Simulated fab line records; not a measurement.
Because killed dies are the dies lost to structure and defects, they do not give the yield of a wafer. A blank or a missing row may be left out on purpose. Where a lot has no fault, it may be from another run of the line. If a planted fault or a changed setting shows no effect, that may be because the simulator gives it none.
Check of tool commonality | flow berkeley_cmos170 | 14 lots and 42 wafers in the sample

REASON IT WAS OPENED
At UCB170_START_THK_MEAS_03 the reading START_OXIDE_THK is flagged on 2 of 14 lots. Fault-free wafers read 20.0 nm, with a standard deviation of 0.44.
Rule: flag the lot when none of its wafers has a number, or when each of its wafers that has one lies beyond 4 standard deviations from that mean. As for the other lots, they are considered sound.

lot  | measured    | on            | START_OXIDE_THK (nm), wafer by wafer | flag
L146 | day 1 21:05 | film_metro-01 | 20.1 20.4 20.3                       |
L147 | day 2 02:09 | film_metro-03 | 20.5 20.6 20.7                       |
L148 | day 2 06:58 | film_metro-03 | 19.7 19.5 19.5                       |
L149 | day 2 11:25 | film_metro-02 | 20.4 20.0 20.3                       |
L150 | day 2 16:51 | film_metro-02 | 20.2 20.4 20.1                       |
L151 | day 2 22:21 | film_metro-02 | 20.0 20.1 19.7                       |
L152 | day 3 02:31 | film_metro-02 | 19.0 19.2 19.3                       |
L154 | day 3 13:32 | film_metro-01 | 19.9 19.9 19.8                       |
L156 | day 3 19:25 | film_metro-02 | 19.6 19.5 19.6                       |
L155 | day 3 19:26 | film_metro-03 | 20.2 19.7 20.3                       |
L157 | day 4 12:04 | film_metro-02 | 30.9 30.9 30.2                       | FLAGGED
L160 | day 4 23:02 | film_metro-03 | 31.0 30.9 30.7                       | FLAGGED
L166 | day 6 02:22 | film_metro-02 | 19.8 19.9 20.0                       |
L167 | day 6 02:25 | film_metro-03 | 19.8 19.9 19.8                       |
The numbers of the flagged lots are 30.8 nm on average: +10.8 nm against the usual, or +24 standard deviations.

TOOL THAT RAN EACH LOT
The record holds 1 process step before the reading, out of a route of 331 steps. Every cell lists first the tool, next ch and the chambers used by the sampled wafers, and last the start.
lot  | flag    | UCB170_START_OXIDATION_02
L146 |         | furnace-04 ch 0, day 1 19:35
L147 |         | furnace-01 ch 0, day 2 00:39
L148 |         | furnace-02 ch 0, day 2 05:28
L149 |         | furnace-04 ch 0, day 2 09:55
L150 |         | furnace-04 ch 0, day 2 15:21
L151 |         | furnace-04 ch 0, day 2 20:51
L152 |         | furnace-02 ch 0, day 3 01:00
L154 |         | furnace-02 ch 0, day 3 12:02
L156 |         | furnace-02 ch 0, day 3 17:54
L155 |         | furnace-02 ch 0, day 3 17:54
L157 | FLAGGED | furnace-02 ch 0, day 4 04:45
L160 | FLAGGED | furnace-02 ch 0, day 4 18:01 and furnace-04 ch 0, day 4 21:32
L166 |         | furnace-02 ch 0, day 6 00:52
L167 |         | furnace-02 ch 0, day 6 00:52
These steps, and what they do:
- UCB170_START_OXIDATION_02: target thk 20 nm, ox time 1800 s.
- UCB170_START_THK_MEAS_03

FLAGGED OVER TOTAL, TOOL BY TOOL (the gauges that took the reading come last)
step                      | tool          | lots run | flagged | share of the flagged lots | sound lots run after its first flagged lot
UCB170_START_OXIDATION_02 | furnace-01    | 1        | 0       | none                      | -
UCB170_START_OXIDATION_02 | furnace-02    | 9        | 2       | all                       | 2 (L166,L167)
UCB170_START_OXIDATION_02 | furnace-04    | 5        | 1       | some                      | 0
UCB170_START_THK_MEAS_03  | film_metro-01 | 2        | 0       | none                      | -
UCB170_START_THK_MEAS_03  | film_metro-02 | 7        | 1       | some                      | 1 (L166)
UCB170_START_THK_MEAS_03  | film_metro-03 | 5        | 1       | some                      | 1 (L167)

WHAT THE TABLE PERMITS
1 row of the table ran every flagged lot: furnace-02 at UCB170_START_OXIDATION_02.
- furnace-02 at UCB170_START_OXIDATION_02: 2 of its 9 lots flagged. After the first flagged lot (L166, L167), sound lots still ran on it; a lasting fault on the whole tool would not permit that.
No row of the table ran every flagged lot and no sound lot after the first.

WHAT THE SIMULATOR HAD INSERTED
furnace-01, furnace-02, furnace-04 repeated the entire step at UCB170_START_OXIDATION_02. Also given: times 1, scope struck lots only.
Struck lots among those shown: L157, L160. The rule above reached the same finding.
